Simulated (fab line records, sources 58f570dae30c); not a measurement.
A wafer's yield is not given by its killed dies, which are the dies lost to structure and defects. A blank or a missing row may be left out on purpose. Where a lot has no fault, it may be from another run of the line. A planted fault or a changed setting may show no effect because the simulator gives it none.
A struck lot beside a sound one	flow berkeley cmos170	15 out of 331 route steps
Sound: the wafers L346.1, L346.4, L346.5. The struck wafers were L353.1, L353.3, L353.6. The cause is given at the end.
At each step with rows: each side's tool, then ch and its chambers, then its first start. Under that, the readings that differ: sound wafers	struck wafers	difference of the means	sigmas: that difference in standard deviations of wafers without a fault.
alike: same words and numbers on both sides, and readings whose means sit less than 2 such deviations apart. not compared: any withheld reading, any reading some wafer has no value for, any bound like >300 that may hide the same value, and any number with overlapping values for which the record gives no deviation.
Wherever a step has rows on one side only, a row that says differs or no value, or a row with sigmas, the two part there. Non-overlapping numbers with no deviation appear without sigmas and do not part them. Lack of a reading on every wafer of one side parts them only where that side has two or more wafers.

UCB170_V2_CMP_02: polishes SiO2.
  sound on cmp-02 ch 0,1,3, day 9 06:56; struck on cmp-02 ch 1,3, day 10 22:33
  alike: motor current A
UCB170_V2_BOW_MEAS_03:
  sound on film metro-01 at day 9 07:11; struck on film metro-03 at day 10 22:48
  alike: V2_BOW
UCB170_V2_THK_MEAS_04:
  sound on film metro-01 at day 9 07:19; struck on film metro-03 at day 10 22:55
  alike: V2_POLISHED_THK
then, 7 steps without rows for these wafers: UCB170_V2_CLEAN_05 (cleans in DIW); UCB170_V2_HMDS_06 (prime time 60 s); UCB170_V2_COAT_07 (resist thk 900 nm); UCB170_V2_SOFTBAKE_08 (time 60 s); UCB170_V2_EXPOSE_09 (exposes mask VIA2, target cd 700 nm); UCB170_V2_PEB_10; UCB170_V2_DEVELOP_11 (develop time 45 s).
UCB170_V2_CD_MEAS_12 targets a cd of 700 nm.
  sound on cd sem-01 at day 9 08:31; struck on cd sem-02 at day 11 00:14
  alike: cd nm
UCB170_V2_OVL_MEAS_13:
  sound on overlay-02 at day 9 08:38; struck on overlay-01 at day 11 00:21
  alike: V2_OVL
UCB170_V2_ETCH_14: etches SiO2 in CHF3/CF4/Ar, stops on Al, target depth 1250 nm, time 291 s.
  sound on rie diel-03 ch 0,2, day 9 08:41; struck on rie diel-04 ch 1,2, day 11 00:23
reading	sound	struck	difference	sigmas
oes product au (a.u.)	0.869 0.858 0.869	0.964 0.988 0.978	+0.111	+9
model.KrF_of_V2_COAT_07.thk nm (nm)	607.2 610.2 606.9	673.3 673.9 674.7	+65.9	
model.etch.depth nm (nm)	998.1 999 999.4	974.7 975.3 977.3	-23.1	
model.V2.feature depth nm (nm)	998.1 999 999.4	974.7 975.3 977.3	-23.1	
  alike: drypump motor current A, throttle valve pct
  not compared: rf hours counter h
UCB170_V2_STRIP_15: strips in O2.
  sound on plasma asher-03 ch 0, day 9 08:51; struck on plasma asher-02 ch 1, day 11 00:34
reading	sound	struck	difference	sigmas
drypump motor current A (A)	5.7 5.7 5.7	6.8 6.8 6.8	+1.1	+2
strip time to endpoint s (s)	15.24 15.30 15.22	16.75 16.76 16.78	+1.51	+14
  alike: oes product au
  not compared: rf hours counter h
UCB170_V2_CD_MEAS_90 targets a cd of 700 nm.
  sound on cd sem-02 at day 9 08:57; struck on cd sem-02 at day 11 00:40
reading	sound	struck	difference	sigmas
cd nm (nm)	700.3 700.7 700.8	697.8 696.6 695.5	-4.0	-3

## WHERE THEY PART
Earliest at UCB170_V2_ETCH_14; latest, in this record, at UCB170_V2_CD_MEAS_90.

WHY: what had been put in by the simulator
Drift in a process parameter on rie diel-04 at UCB170_V2_ETCH_14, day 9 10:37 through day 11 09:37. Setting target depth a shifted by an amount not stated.
